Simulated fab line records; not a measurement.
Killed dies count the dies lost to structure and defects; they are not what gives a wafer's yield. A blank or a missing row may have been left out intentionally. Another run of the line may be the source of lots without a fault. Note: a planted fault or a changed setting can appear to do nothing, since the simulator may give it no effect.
Which of the tools did it?	flow ritCmos	7 lots with 21 wafers sampled at 2 steps, on a route of 202 steps

## WHAT THE GAUGES SHOWED, per wafer
RIT_GATE_OVL_MEAS_17.
lot	measured	on	GATE_OVL (nm)
L976	day 2 18:31	overlay-01	-0.6 0.5 -0.9
L978	day 3 04:40	overlay-02	-2.2 -1.3 -1.2
L980	day 3 13:49	overlay-01	1.1 0.4 2.5
L982	day 3 22:54	overlay-02	-0.2 -1.7 -3.5
L987	day 4 23:48	overlay-01	129.1 131.2 131.2
L990	day 5 15:05	overlay-02	-2.1 0.8 0.0
L993	day 6 07:15	overlay-01	-0.4 -2.3 -1.3

## WHAT TOOL EACH LOT RAN ON (gives the tool, then ch and the chambers of the sampled wafers, and finally the start)
lot	RIT_GATE_EXPOSE_13
L976	ilineStepper-01 ch 0, day 2 18:00
L978	ilineStepper-01 ch 0, day 3 04:11
L980	ilineStepper-02 ch 0, day 3 13:13
L982	ilineStepper-01 ch 0, day 3 22:24
L987	ilineStepper-01 ch 0, day 4 23:17
L990	ilineStepper-02 ch 0, day 5 14:34
L993	ilineStepper-02 ch 0, day 6 06:44
- RIT_GATE_EXPOSE_13: exposes mask M6, target cd 150 nm.

## THE ANSWER, worked out from the rows above alone
Rule: the usual values come from the lots themselves. The widest of any qualifying gaps counts: lots, ordered by their means at a reading, are off when they make up no more than a third of the lots, leave a main group of 4 or more, and stand apart from it by 3 or more times the standard deviation of that group's means. A main group whose means are all the same, to the digits that the tables above print for the reading, isn't used. Also off: a lot with no number at a reading for which 4 or more lots have one. Any other lot the step has rows for is counted as sound.
Off: L987, at RIT_GATE_OVL_MEAS_17 (GATE_OVL). The main group: mean -0.7 nm, standard deviation 1.1.
If a tool, at a process step before that reading, ran all the lots that are off and no sound lot after the first of them, it fits. Those tools and the gauges at RIT_GATE_OVL_MEAS_17 are tried in the same way. One fits: RIT_GATE_EXPOSE_13 on ilineStepper-01. Its last sound lot is L982 (day 3 22:24), its first lot that is off L987 (day 4 23:17): a fault that began between those two fits.

## WHAT THE SIMULATOR PUT IN
Scanner matching overlay: ilineStepper-01, from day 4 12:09 on, at RIT_GATE_EXPOSE_13. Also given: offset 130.
Struck lots among those shown: L987. The rule above found the same.
